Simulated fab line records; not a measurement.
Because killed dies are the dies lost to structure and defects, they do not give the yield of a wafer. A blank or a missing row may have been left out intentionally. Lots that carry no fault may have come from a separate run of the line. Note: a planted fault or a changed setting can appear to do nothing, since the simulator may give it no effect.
Which tool did it? || flow rit cmos || 13 lots with 39 wafers sampled at 2 steps, on a route of 202 steps

## WHAT THE GAUGES READ, wafer by wafer
RIT_PSD_TW_MEAS_10.
{"lot": "L200", "measured": "day 3 02:14", "on": "film metro-01", "PSD_TW": "3361 3372 3379"}
{"lot": "L201", "measured": "day 3 10:05", "on": "film metro-03", "PSD_TW": "3511 3508 3494"}
{"lot": "L202", "measured": "day 3 12:52", "on": "film metro-01", "PSD_TW": "3365 3359 3384"}
{"lot": "L203", "measured": "day 3 16:25", "on": "film metro-01", "PSD_TW": "3381 3375 3400"}
{"lot": "L204", "measured": "day 3 21:40", "on": "film metro-02", "PSD_TW": "3388 3407 3412"}
{"lot": "L207", "measured": "day 4 18:50", "on": "film metro-02", "PSD_TW": "3446 3416 3421"}
{"lot": "L208", "measured": "day 4 21:44", "on": "film metro-01", "PSD_TW": "3403 3389 3406"}
{"lot": "L211", "measured": "day 5 11:04", "on": "film metro-03", "PSD_TW": "31 31 31 31 31 31"}
{"lot": "L212", "measured": "day 5 13:59", "on": "film metro-01", "PSD_TW": "30 30 30 30 30 29"}
{"lot": "L215", "measured": "day 6 04:38", "on": "film metro-01", "PSD_TW": "3388 3383 3386"}
{"lot": "L216", "measured": "day 6 08:09", "on": "film metro-01", "PSD_TW": "3395 3404 3379"}
{"lot": "L221", "measured": "day 7 10:53", "on": "film metro-02", "PSD_TW": "3444 3466 3449"}
{"lot": "L223", "measured": "day 7 19:39", "on": "film metro-01", "PSD_TW": "3380 3381 3364"}

## WHICH TOOL RAN EACH LOT (tool, then ch and the chambers of the sampled wafers, then the start)
{"lot": "L200", "RIT_PSD_DEVELOP_05": "litho track-04 ch 0, day 3 01:00"}
{"lot": "L201", "RIT_PSD_DEVELOP_05": "litho track-04 ch 0, day 3 09:00"}
{"lot": "L202", "RIT_PSD_DEVELOP_05": "litho track-02 ch 0, day 3 12:00"}
{"lot": "L203", "RIT_PSD_DEVELOP_05": "litho track-02 ch 0, day 3 15:00"}
{"lot": "L204", "RIT_PSD_DEVELOP_05": "litho track-01 ch 0, day 3 21:00"}
{"lot": "L207", "RIT_PSD_DEVELOP_05": "litho track-02 ch 0, day 4 18:00"}
{"lot": "L208", "RIT_PSD_DEVELOP_05": "litho track-04 ch 0, day 4 21:00"}
{"lot": "L211", "RIT_PSD_DEVELOP_05": "litho track-01 ch 0, day 5 10:00"}
{"lot": "L212", "RIT_PSD_DEVELOP_05": "litho track-01 ch 0, day 5 13:00"}
{"lot": "L215", "RIT_PSD_DEVELOP_05": "litho track-02 ch 0, day 6 04:00"}
{"lot": "L216", "RIT_PSD_DEVELOP_05": "litho track-02 ch 0, day 6 07:00"}
{"lot": "L221", "RIT_PSD_DEVELOP_05": "litho track-04 ch 0, day 7 10:00"}
{"lot": "L223", "RIT_PSD_DEVELOP_05": "litho track-01 ch 0, day 7 19:00"}
- RIT_PSD_DEVELOP_05: develop time 50 s.

## WHAT THE TOOLS THEMSELVES READ (means of the sampled wafers that have a number; where no wafer has one, the mark that the record gives instead)
The record holds no such reading with a usual standard deviation.

## THE ANSWER, worked out from the rows above alone
Rule: usual is defined by the lots themselves. The widest of any qualifying gaps counts: lots, ordered by their means at a reading, are off when they make up no more than a third of the lots, leave a main group of 4 or more, and stand apart from it by 3 or more times the standard deviation of that group's means. A main group whose means are all the same, to the digits that the tables above print for the reading, isn't used. Also off: a lot with no number at a reading for which 4 or more lots have one. Where the step has rows for the other lots, those lots are counted as sound. The gauges are gone through in route order, then the tools' own readings, and for those a lot's mean is taken as printed above. The first step at which some lot is off is used, and at that step the reading that is off furthest; a lot without a number counts as furthest.
Off: L211, L212, seen at RIT_PSD_TW_MEAS_10 (PSD_TW). For the main group the mean is 3406 and the standard deviation 39.
A tool fits if, at a process step before that reading, it ran every lot that is off, and no sound lot after the first of them. The gauges at RIT_PSD_TW_MEAS_10 are tried like those tools. Of those tried, none fits.

## WHAT THE SIMULATOR HAD PUT IN
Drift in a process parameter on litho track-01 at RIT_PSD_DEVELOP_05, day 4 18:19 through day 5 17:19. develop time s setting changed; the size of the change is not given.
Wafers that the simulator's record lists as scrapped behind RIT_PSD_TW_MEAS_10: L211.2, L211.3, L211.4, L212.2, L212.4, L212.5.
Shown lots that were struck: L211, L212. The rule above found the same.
